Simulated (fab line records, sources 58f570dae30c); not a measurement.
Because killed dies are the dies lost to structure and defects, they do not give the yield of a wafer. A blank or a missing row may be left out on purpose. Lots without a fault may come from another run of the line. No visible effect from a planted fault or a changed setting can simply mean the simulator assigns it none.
Struck lot and sound lot, side by side + flow berkeley_cmos170 + 19 steps out of a route of 331
Sound: the wafers L354.2, L354.5, L354.6. Wafers L363.1, L363.3, L363.5 were the ones struck. The cause is named last.
Per side, at each step with rows, come the tool, then ch with its chambers, and then its first start. Under that, the readings that differ: sound wafers + struck wafers + difference of the means + sigmas: that difference in standard deviations of wafers without a fault.
alike: a reading whose means differ by less than 2 such deviations, as well as words and numbers matching on both sides. not compared: withheld readings; readings where some wafer has no value; bounds like >300 that might hide an equal value; numbers whose values overlap and for which the record gives no deviation.
Wherever a step has rows on one side only, a row that says differs or no value, or a row with sigmas, the two part there. Numbers that have no deviation but don't overlap get no sigmas and don't part them. A reading missing from all wafers of one side parts the sides only when that side holds two or more wafers.

first, 3 steps without rows for these wafers: UCB170_PSD_EXPOSE_03 (exposes mask PSELECT MOD, target cd 1200 nm); UCB170_PSD_PEB_04; UCB170_PSD_DEVELOP_05 (develop time 45 s).
UCB170_PSD_CD_MEAS_06: target cd 1200 nm.
  sound on cd_sem-02 at day 7 16:56; struck on cd_sem-02 at day 9 05:57
  alike: cd_nm
UCB170_PSD_OVL_MEAS_07:
  sound on overlay-02 at day 7 17:02; struck on overlay-01 at day 9 06:04
  alike: PSD_OVL
following that, these wafers have no rows for 1 step: UCB170_PSD_IMPLANT_08.
UCB170_PSD_STRIP_09: strips in O2.
  sound on plasma_asher-01 ch 0,1, day 7 17:13; struck on plasma_asher-01 ch 0,1, day 9 06:16
  alike: drypump_motor_current_A, oes_product_au, strip_time_to_endpoint_s
  not compared: rf_hours_counter_h
UCB170_PSD_TW_MEAS_10:
  sound on film_metro-01 at day 7 17:19; struck on film_metro-03 at day 9 06:22
  alike: PSD_TW
then, 4 steps without rows for these wafers: UCB170_PSD_CLEAN_11 (cleans in SPM, time 600 s); UCB170_NSD_HMDS_00 (prime time 60 s); UCB170_NSD_COAT_01 (resist thk 900 nm); UCB170_NSD_SOFTBAKE_02 (time 60 s).
UCB170_NSD_EXPOSE_03: exposes mask NSELECT MOD, target cd 1200 nm.
  sound on krf_scanner-01 ch 0, day 7 18:34; struck on krf_scanner-02 ch 0, day 9 07:02
| reading                     | sound             | struck               | difference | sigmas |
|-----------------------------|-------------------|----------------------|------------|--------|
| model.NSD.overlay_x_nm (nm) | 5.169 5.169 5.169 | -164.1 -164.1 -164.1 | -169.3     |        |
  alike: mask
then, 2 steps without rows for these wafers: UCB170_NSD_PEB_04; UCB170_NSD_DEVELOP_05 (develop time 45 s).
UCB170_NSD_CD_MEAS_06: target cd 1200 nm.
  sound on cd_sem-02 at day 7 19:34; struck on cd_sem-01 at day 9 07:46
  alike: cd_nm
UCB170_NSD_OVL_MEAS_07:
  sound on overlay-01 at day 7 19:41; struck on overlay-01 at day 9 07:53
| reading      | sound   | struck         | difference | sigmas |
|--------------|---------|----------------|------------|--------|
| NSD_OVL (nm) | 11 6 10 | -161 -169 -166 | -174       | -27    |
following that, these wafers have no rows for 1 step: UCB170_NSD_IMPLANT_08.
UCB170_M3_PROBE_99:
  rows exist in the record for the sound wafers here (prober-02, day 8 21:54), none for the struck ones

## WHERE THEY PART
At UCB170_NSD_OVL_MEAS_07 first; at UCB170_M3_PROBE_99 last (within this record only).

WHY: whatever the simulator had introduced
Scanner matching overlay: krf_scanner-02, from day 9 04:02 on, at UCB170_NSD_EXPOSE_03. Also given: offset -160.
